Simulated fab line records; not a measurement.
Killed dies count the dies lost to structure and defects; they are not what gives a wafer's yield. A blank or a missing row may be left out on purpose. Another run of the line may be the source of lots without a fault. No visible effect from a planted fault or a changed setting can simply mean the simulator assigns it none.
Which tool is to blame?    flow berkeleyCmos170    42 wafers from 14 lots sampled at 5 of the route's 331 steps

WHAT THE GAUGES READ, wafer by wafer
UCB170_V1_THK_MEAS_04. Usual: V1_POLISHED_THK 1000.7 nm, standard deviation 1.
lot   measured      on            V1_POLISHED_THK (nm)  flag
L123  day 8 09:03   filmMetro-03  1001.1 1001.8 1000.2  
L124  day 8 09:03   filmMetro-04  1001.8 1001.1 998.8   
L126  day 9 06:19   filmMetro-03  1001.3 1001.5 1000.0  
L125  day 9 07:38   filmMetro-04  1000.2 998.6 1000.0   
L127  day 9 09:04   filmMetro-03  1001.3 1000.5 999.4   
L129  day 9 17:28   filmMetro-03  1001.2 999.8 1000.1   
L128  day 9 18:48   filmMetro-02  1000.4 999.4 1002.2   
L134  day 11 05:19  filmMetro-03  998.4 1001.1 998.4    
L136  day 11 16:24  filmMetro-03  1000.5 1001.4 1000.5  
L144  day 13 20:53  filmMetro-03  1000.6 999.0 1000.9   
L146  day 14 03:39  filmMetro-02  1001.1 1001.2 998.9   
L142  day 14 04:59  filmMetro-04  1001.0 1001.3 1000.3  
L141  day 14 05:17  filmMetro-03  999.2 1001.9 1001.1   
L143  day 14 06:20  filmMetro-04  1000.4 1001.0 1000.4  

UCB170_M2_RS_MEAS_02: uses a four-point probe to measure. Usual: M2_AL_RS 0.0326 ohm/sq, standard deviation 0.00032.
lot   measured      on            M2_AL_RS (ohm/sq)     flag
L123  day 8 12:21   filmMetro-02  0.0325 0.0326 0.0323  
L124  day 8 12:14   filmMetro-01  0.0323 0.0324 0.0323  
L126  day 9 09:17   filmMetro-04  0.0326 0.0325 0.0329  
L125  day 9 09:45   filmMetro-02  0.0321 0.0322 0.0319  
L127  day 9 11:56   filmMetro-01  0.0326 0.0325 0.0324  
L129  day 9 22:33   filmMetro-04  0.0321 0.0322 0.0319  
L128  day 9 22:49   filmMetro-02  0.0322 0.0327 0.0325  
L134  day 11 07:26  filmMetro-02  0.0321 0.0321 0.0319  
L136  day 11 18:34  filmMetro-01  0.0327 0.0326 0.0325  
L144  day 13 23:07  filmMetro-04  0.0326 0.0326 0.0326  
L146  day 14 07:35  filmMetro-04  0.0330 0.0333 0.0330  
L142  day 14 08:20  filmMetro-02  0.0326 0.0323 0.0327  
L141  day 14 09:55  filmMetro-04  0.0329 0.0327 0.0327  
L143  day 14 10:01  filmMetro-01  0.0325 0.0324 0.0324  

UCB170_M2_THK_MEAS_03: measures by xrf. Usual: M2_AL_THK 895 nm, standard deviation 9.2.
lot   measured      on            M2_AL_THK (nm)  flag
L123  day 8 12:28   filmMetro-02  887 891 894     
L124  day 8 12:21   filmMetro-01  903 901 904     
L126  day 9 09:23   filmMetro-04  900 897 888     
L125  day 9 09:52   filmMetro-02  901 903 903     
L127  day 9 12:03   filmMetro-01  889 897 900     
L129  day 9 22:40   filmMetro-04  918 906 921     
L128  day 9 22:56   filmMetro-02  899 894 890     
L134  day 11 07:34  filmMetro-02  896 897 903     
L136  day 11 18:41  filmMetro-01  885 887 891     
L144  day 13 23:14  filmMetro-04  905 899 898     
L146  day 14 07:43  filmMetro-04  892 882 892     
L142  day 14 08:26  filmMetro-02  887 897 886     
L141  day 14 10:02  filmMetro-04  886 892 891     
L143  day 14 10:08  filmMetro-01  891 894 893     

UCB170_M3_CD_MEAS_15: the cd target is 700 nm. Usual: cdNm 700.0 nm, standard deviation 1.4.
lot   measured      on        cdNm (nm)          flag
L123  day 8 20:24   cdSem-02  698.7 696.8 699.0  
L124  day 8 20:17   cdSem-01  698.4 698.7 699.0  
L126  day 9 16:58   cdSem-01  700.0 702.5 700.8  
L125  day 9 17:05   cdSem-01  701.1 700.7 701.4  
L127  day 9 19:04   cdSem-02  701.6 701.6 700.5  
L129  day 10 06:37  cdSem-01  698.4 699.5 699.8  
L128  day 10 06:50  cdSem-02  700.4 699.8 699.6  
L134  day 11 15:37  cdSem-02  692.1 690.8 692.4  OFF
L136  day 12 05:17  cdSem-02  691.8 691.7 691.1  OFF
L144  day 14 07:53  cdSem-01  702.1 701.3 703.1  
L146  day 14 18:14  cdSem-01  698.6 698.3 699.9  
L142  day 14 18:32  cdSem-01  702.1 701.1 701.0  
L141  day 14 19:02  cdSem-02  699.1 698.2 698.3  
L143  day 14 19:43  cdSem-02  699.6 700.1 700.4  

WHAT TOOL EACH LOT RAN ON (gives the tool, then ch and the chambers of the sampled wafers, and finally the start)
lot   UCB170_M3_COAT_10
L123  lithoTrack-02 ch 0, day 8 19:00
L124  lithoTrack-04 ch 0, day 8 19:00
L126  lithoTrack-02 ch 0, day 9 15:00
L125  lithoTrack-04 ch 0, day 9 16:00
L127  lithoTrack-01 ch 0, day 9 18:00
L129  lithoTrack-02 ch 0, day 10 05:00
L128  lithoTrack-01 ch 0, day 10 06:00
L134  lithoTrack-04 ch 0, day 11 14:00
L136  lithoTrack-04 ch 0, day 12 01:00
L144  lithoTrack-01 ch 0, day 14 06:00
L146  lithoTrack-02 ch 0, day 14 16:00
L142  lithoTrack-02 ch 0, day 14 17:00
L141  lithoTrack-01 ch 0, day 14 18:00
L143  lithoTrack-04 ch 0, day 14 18:00
- UCB170_M3_COAT_10: resist thk 900 nm.

AS READ BY THE TOOLS THEMSELVES (means over the sampled wafers that have a number; for cases with no such wafer, the mark the record gives instead)
The record holds no such reading with a usual standard deviation.

THE ANSWER, worked out from the rows above alone
Rule: take the mean of a lot's wafers that have a number; if it is more than 3 standard deviations from the usual mean, the lot is off. Also off: a lot with no number at a reading for which 4 or more lots have one. The other lots that the step has rows for count as sound. First the gauges in route order, then the tools' own readings, where a lot's mean is used as printed above. At the first step where some lot is off, the reading lying furthest off is the one used; lots without a number count as furthest.
Off at UCB170_M3_CD_MEAS_15 (cdNm): L134, L136.
If a tool, at a process step before that reading, ran all the lots that are off and no sound lot after the first of them, it fits. Those tools and the gauges at UCB170_M3_CD_MEAS_15 are tried in the same way. Not one of the candidates tried fits.

WHAT THE SIMULATOR HAD INSERTED
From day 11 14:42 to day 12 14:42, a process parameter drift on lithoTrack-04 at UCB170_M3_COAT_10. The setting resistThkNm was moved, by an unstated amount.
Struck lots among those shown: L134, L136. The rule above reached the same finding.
